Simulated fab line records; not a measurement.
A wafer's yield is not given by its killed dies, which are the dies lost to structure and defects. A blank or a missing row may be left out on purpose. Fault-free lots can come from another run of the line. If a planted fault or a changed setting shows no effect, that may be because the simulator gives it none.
A lot that was struck, set against a sound lot || flow rit cmos || 19 steps out of a route of 202
Sound: the wafers L462.2, L462.4, L462.6. Wafers L472.2, L472.6 were the ones struck. The cause is named last.
Per side, at each step with rows, come the tool, then ch with its chambers, and then its first start. Under that, the readings that differ: sound wafers || struck wafers || difference of the means || sigmas: that difference in standard deviations of wafers without a fault.
alike: same words and numbers on both sides, and readings whose means sit less than 2 such deviations apart. not compared: any withheld reading, any reading some wafer has no value for, any bound like >300 that may hide the same value, and any number with overlapping values for which the record gives no deviation.
A row with sigmas, a row that says differs or no value, or rows on one side alone: a step with any of these is where the two part. Numbers that don't overlap but have no deviation are shown without sigmas and don't part them. A reading missing from all wafers of one side parts the sides only when that side holds two or more wafers.

RIT_M1_SPUTTER_00: material Al, target thk 400 nm, time 500 s.
  sound: pvd sputter-01 at day 5 16:54; struck: pvd sputter-01 at day 7 20:05
  alike: throttle valve pct
RIT_M1_RS_MEAS_01: a four-point-probe measurement.
  sound: film metro-02 at day 5 17:13; struck: film metro-02 at day 7 20:24
  alike: M1_AL_RS
RIT_M1_THK_MEAS_02: measures by xrf.
  sound: film metro-02 at day 5 17:19; struck: film metro-02 at day 7 20:31
  alike: M1_AL_THK
then, 6 steps without rows for these wafers: RIT_M1_HMDS_03 (prime time 60 s); RIT_M1_COAT_04 (resist thk 1300 nm); RIT_M1_SOFTBAKE_05 (time 60 s); RIT_M1_EXPOSE_06 (exposes mask M12, target cd 2600 nm); RIT_M1_PEB_07; RIT_M1_DEVELOP_08 (develop time 65.48 s).
RIT_M1_CD_MEAS_09: target cd 2600 nm.
  sound: cd sem-01 at day 5 18:24; struck: cd sem-02 at day 7 21:35
{"reading": "cd nm (nm)", "sound": "2596.6 2596.9 2596.4", "struck": "2601.0 2602.6", "difference": "+5.2", "sigmas": "+2"}
RIT_M1_OVL_MEAS_10:
  sound: overlay-02 at day 5 18:30; struck: overlay-01 at day 7 21:41
  alike: M1_OVL
then, 1 step without rows for these wafers: RIT_M1_HARDBAKE_11 (time 120 s).
RIT_M1_METAL_ETCH_12: etches Al in Cl2/BCl3, stops on SiO2, time 165 s, target depth 600 nm.
  sound on rie metal-02 ch 0,1, day 5 18:47; struck on rie metal-04 ch 0, day 7 22:05
  alike: drypump motor current A, mfc cl2 sccm, oes product au, rf fwd power W, throttle valve pct
  not compared: rf hours counter h
then, 1 step without rows for these wafers: RIT_M1_STRIP_13 (strips in nmp, time 600 s).
RIT_M1_STRIP_14: strips in O2, time 180 s.
  sound on plasma asher-01 ch 1, day 5 19:07; struck on plasma asher-01 ch 1, day 7 22:30
  alike: drypump motor current A, o2 flow sccm, rf refl power W
  not compared: rf hours counter h
RIT_M1_CD_MEAS_90: target cd 2600 nm.
  sound: cd sem-02 at day 5 19:19; struck: cd sem-02 at day 7 22:42
  alike: cd nm
then, 1 step without rows for these wafers: RIT_M1_ANNEAL_15 (time 1800 s).
RIT_M1_BOW_MEAS_16:
  sound: film metro-02 at day 5 20:56; struck: film metro-04 at day 8 00:19
  alike: M1_BOW
RIT_M1_PROBE_99:
  sound: prober-02 at day 5 21:05; struck: prober-02 at day 8 00:28
{"reading": "killed_at_M0_to_M3", "sound": "0 0 0", "struck": "0 1", "difference": "+0", "sigmas": "+6"}
{"reading": "model.etest.contact to gate.bv right v (V)", "sound": "89.64 87.86 89.78", "struck": "165.2 165.4", "difference": "+76.2", "sigmas": ""}
{"reading": "model.etest.contact to gate.bv left v (V)", "sound": "90.18 91.25 87.63", "struck": "13.56 15.4", "difference": -75.21, "sigmas": ""}
  alike: killed at front end, killed dies, killed open, killed short

## WHERE THEY PART
Earliest at RIT_M1_CD_MEAS_09; latest, in this record, at RIT_M1_PROBE_99.

WHY: whatever the simulator had introduced
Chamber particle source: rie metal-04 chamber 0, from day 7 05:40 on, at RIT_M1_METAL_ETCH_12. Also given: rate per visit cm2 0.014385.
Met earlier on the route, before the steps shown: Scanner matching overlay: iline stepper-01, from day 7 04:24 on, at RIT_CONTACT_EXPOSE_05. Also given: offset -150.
